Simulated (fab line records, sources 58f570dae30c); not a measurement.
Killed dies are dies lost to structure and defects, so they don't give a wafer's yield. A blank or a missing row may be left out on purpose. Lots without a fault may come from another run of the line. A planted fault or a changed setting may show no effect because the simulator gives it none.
Which tool did it? | flow berkeley_cmos170 | 14 lots, 42 wafers sampled, at 6 steps of a route of 331

WHAT THE GAUGES READ, wafer by wafer
UCB170_ACTIVE_CD_MEAS_90: target cd 1200 nm. Usual: cd_nm 1200.0 nm, standard deviation 1.6.
lot  | measured    | on        | cd_nm (nm)           | flag
L854 | day 4 17:42 | cd_sem-01 | 1199.3 1197.4 1197.7 |
L855 | day 5 01:26 | cd_sem-01 | 1202.5 1200.8 1201.1 |
L856 | day 5 01:38 | cd_sem-02 | 1198.4 1198.6 1200.8 |
L858 | day 5 13:17 | cd_sem-01 | 1200.2 1201.0 1199.6 |
L857 | day 5 13:34 | cd_sem-01 | 1202.2 1201.5 1201.3 |
L860 | day 6 00:45 | cd_sem-02 | 1200.6 1200.0 1201.5 |
L863 | day 6 23:02 | cd_sem-01 | 1200.6 1200.2 1200.5 |
L865 | day 7 03:51 | cd_sem-01 | 1198.9 1200.8 1198.5 |
L864 | day 7 04:06 | cd_sem-02 | 1199.2 1199.3 1199.1 |
L866 | day 7 12:32 | cd_sem-01 | 1200.3 1201.1 1199.4 |
L871 | day 8 13:31 | cd_sem-02 | 1199.5 1198.5 1198.7 |
L873 | day 8 21:14 | cd_sem-01 | 1201.9 1201.2 1202.8 |
L874 | day 9 05:47 | cd_sem-02 | 1198.9 1197.3 1198.6 |
L876 | day 9 06:04 | cd_sem-01 | 1201.2 1200.8 1202.3 |

UCB170_SCREENOX_THK_MEAS_02. Usual: SCREENOX_OXIDE_THK 14.30 nm, standard deviation 0.24.
lot  | measured     | on            | SCREENOX_OXIDE_THK (nm) | flag
L854 | day 6 01:53  | film_metro-04 | 14.22 14.33 13.96       |
L855 | day 6 11:50  | film_metro-01 | 14.27 14.31 14.14       |
L856 | day 6 11:49  | film_metro-02 | 14.06 14.16 13.90       |
L858 | day 6 23:56  | film_metro-02 | 13.94 13.92 13.96       |
L857 | day 6 23:58  | film_metro-01 | 14.53 14.83 14.70       |
L860 | day 7 08:40  | film_metro-01 | 14.37 14.39 14.25       |
L863 | day 8 10:15  | film_metro-02 | 14.43 14.55 14.33       |
L865 | day 8 10:14  | film_metro-01 | 14.24 14.01 14.30       |
L864 | day 8 10:15  | film_metro-04 | 14.24 14.28 14.18       |
L866 | day 8 21:46  | film_metro-02 | 14.23 14.23 14.18       |
L871 | day 9 20:53  | film_metro-04 | 14.53 14.64 14.36       |
L873 | day 10 01:14 | film_metro-01 | 14.50 14.45 14.43       |
L874 | day 10 08:53 | film_metro-01 | 14.42 14.34 14.35       |
L876 | day 10 08:50 | film_metro-01 | 13.94 14.47 14.21       |

UCB170_GATE_OVL_MEAS_13. Usual: GATE_OVL 4 nm, standard deviation 5.9.
lot  | measured     | on         | GATE_OVL (nm) | flag
L854 | day 7 02:53  | overlay-02 | -6 12 -7      |
L855 | day 7 13:32  | overlay-02 | 13 15 9       |
L856 | day 7 13:17  | overlay-02 | 8 9 7         |
L858 | day 8 05:01  | overlay-02 | -6 3 2        |
L857 | day 8 05:08  | overlay-01 | -8 5 4        |
L860 | day 8 13:26  | overlay-02 | 10 5 8        |
L863 | day 9 13:32  | overlay-01 | 12 1 2        |
L865 | day 9 13:40  | overlay-02 | 5 -4 -2       |
L864 | day 9 13:18  | overlay-02 | 0 11 11       |
L866 | day 9 23:02  | overlay-01 | 5 2 6         |
L871 | day 11 00:22 | overlay-02 | -2 3 9        |
L873 | day 11 00:35 | overlay-01 | 0 10 9        |
L874 | day 11 07:13 | overlay-02 | 0 1 7         |
L876 | day 11 07:10 | overlay-01 | 5 -3 12       |

UCB170_NLDD_TW_MEAS_11. Usual: NLDD_TW 2218, standard deviation 15.
lot  | measured     | on            | NLDD_TW        | flag
L854 | day 7 07:47  | film_metro-02 | 2222 2211 2229 |
L855 | day 7 17:40  | film_metro-01 | 2233 2217 2226 |
L856 | day 7 17:12  | film_metro-02 | 2220 2207 2215 |
L858 | day 8 09:49  | film_metro-04 | 2200 2202 2198 |
L857 | day 8 09:22  | film_metro-04 | 2212 2202 2199 |
L860 | day 8 17:32  | film_metro-04 | 2209 2213 2212 |
L863 | day 10 00:28 | film_metro-02 | 2214 2220 2214 |
L865 | day 10 00:11 | film_metro-01 | 2217 2234 2237 |
L864 | day 9 23:06  | film_metro-01 | 2224 2223 2226 |
L866 | day 10 03:44 | film_metro-01 | 2228 2220 2226 |
L871 | day 11 04:37 | film_metro-04 | 2285 2268 2272 | OFF
L873 | day 11 05:16 | film_metro-02 | 2236 2222 2222 |
L874 | day 11 12:31 | film_metro-04 | 2209 2196 2202 |
L876 | day 11 11:43 | film_metro-04 | 2264 2265 2267 | OFF

UCB170_SDANNEAL_RS_MEAS_05: measures by four-point-probe. Usual: NLDD_RS 615.5 ohm/sq, standard deviation 1.5.
lot  | measured     | on            | NLDD_RS (ohm/sq)  | flag
L854 | day 7 19:23  | film_metro-02 | 616.5 616.1 616.9 |
L855 | day 8 06:11  | film_metro-01 | 614.5 616.3 615.1 |
L856 | day 8 06:11  | film_metro-04 | 616.7 616.0 617.0 |
L858 | day 8 21:46  | film_metro-04 | 616.1 615.8 617.4 |
L857 | day 8 22:21  | film_metro-02 | 615.9 616.6 615.7 |
L860 | day 9 05:11  | film_metro-02 | 616.3 616.8 615.5 |
L863 | day 10 09:04 | film_metro-04 | 613.8 614.0 612.3 |
L865 | day 10 08:48 | film_metro-02 | 615.8 614.2 613.5 |
L864 | day 10 08:35 | film_metro-01 | 617.2 616.9 615.5 |
L866 | day 10 17:54 | film_metro-02 | 614.5 616.3 612.8 |
L871 | day 11 16:01 | film_metro-04 | 582.7 582.6 582.8 | OFF
L873 | day 11 16:25 | film_metro-01 | 616.5 615.6 615.8 |
L874 | day 11 23:42 | film_metro-02 | 615.9 616.2 616.2 |
L876 | day 11 23:25 | film_metro-04 | 585.5 585.2 583.9 | OFF

WHICH TOOL RAN EACH LOT (tool, then ch and the chambers of the sampled wafers, then the start)
lot  | UCB170_NLDD_IMPLANT_08
L854 | implanter-03 ch 0, day 7 07:24
L855 | implanter-03 ch 0, day 7 17:17
L856 | implanter-02 ch 0, day 7 16:48
L858 | implanter-03 ch 0, day 8 09:25
L857 | implanter-04 ch 0, day 8 08:59
L860 | implanter-02 ch 0, day 8 17:08
L863 | implanter-02 ch 0, day 10 00:05
L865 | implanter-03 ch 0, day 9 23:47
L864 | implanter-02 ch 0, day 9 22:43
L866 | implanter-03 ch 0, day 10 03:20
L871 | implanter-03 ch 0, day 11 04:14
L873 | implanter-04 ch 0, day 11 04:52
L874 | implanter-02 ch 0, day 11 12:07
L876 | implanter-03 ch 0, day 11 11:20
- UCB170_NLDD_IMPLANT_08

WHAT THE TOOLS THEMSELVES READ (means of the sampled wafers that have a number; where no wafer has one, the mark that the record gives instead)
UCB170_NLDD_IMPLANT_08. Usual: beam_energy_keV 29.999, standard deviation 0.0087.
lot  | tool         | beam_energy_keV | flag
L854 | implanter-03 | 29.996          |
L855 | implanter-03 | 29.987          |
L856 | implanter-02 | 29.996          |
L858 | implanter-03 | 29.992          |
L857 | implanter-04 | 30.005          |
L860 | implanter-02 | 30.005          |
L863 | implanter-02 | 29.997          |
L865 | implanter-03 | 30.005          |
L864 | implanter-02 | 29.996          |
L866 | implanter-03 | 30.004          |
L871 | implanter-03 | 36.606          | OFF
L873 | implanter-04 | 30.006          |
L874 | implanter-02 | 30.011          |
L876 | implanter-03 | 36.593          | OFF

THE ANSWER, worked out from the rows above alone
Rule: a lot is off if the mean of its wafers that have a number lies more than 3 standard deviations from the usual mean. A lot without any number at a reading at which 4 lots or more have one is off too. The other lots that the step has rows for count as sound. The gauges are gone through in route order, then the tools' own readings, and for those a lot's mean is taken as printed above. The first step at which some lot is off is used, and at that step the reading that is off furthest; a lot without a number counts as furthest.
Off: L871, L876, at UCB170_NLDD_TW_MEAS_11 (NLDD_TW).
A tool fits if, at a process step before that reading, it ran every lot that is off, and no sound lot after the first of them. The gauges at UCB170_NLDD_TW_MEAS_11 aren't tried: what is off there is off at UCB170_NLDD_IMPLANT_08 too, on other tools, and a gauge's error can't cause that. One fits: implanter-03 at UCB170_NLDD_IMPLANT_08. Its last sound lot is L866 (day 10 03:20), its first lot that is off L871 (day 11 04:14): a fault that began between those two fits.
The tool's own readings at UCB170_NLDD_IMPLANT_08 bear it out: on the lots that are off they differ by more than 5 times the standard deviation of the sound lots' means. beam_energy_keV reads 36.600 there against 30.000 on the sound lots.

WHAT THE SIMULATOR HAD PUT IN
Process parameter drift: implanter-03, from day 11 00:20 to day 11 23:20, at UCB170_NLDD_IMPLANT_08. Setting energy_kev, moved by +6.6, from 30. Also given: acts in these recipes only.
Lots struck among those shown: L871, L876. The rule above found the same.
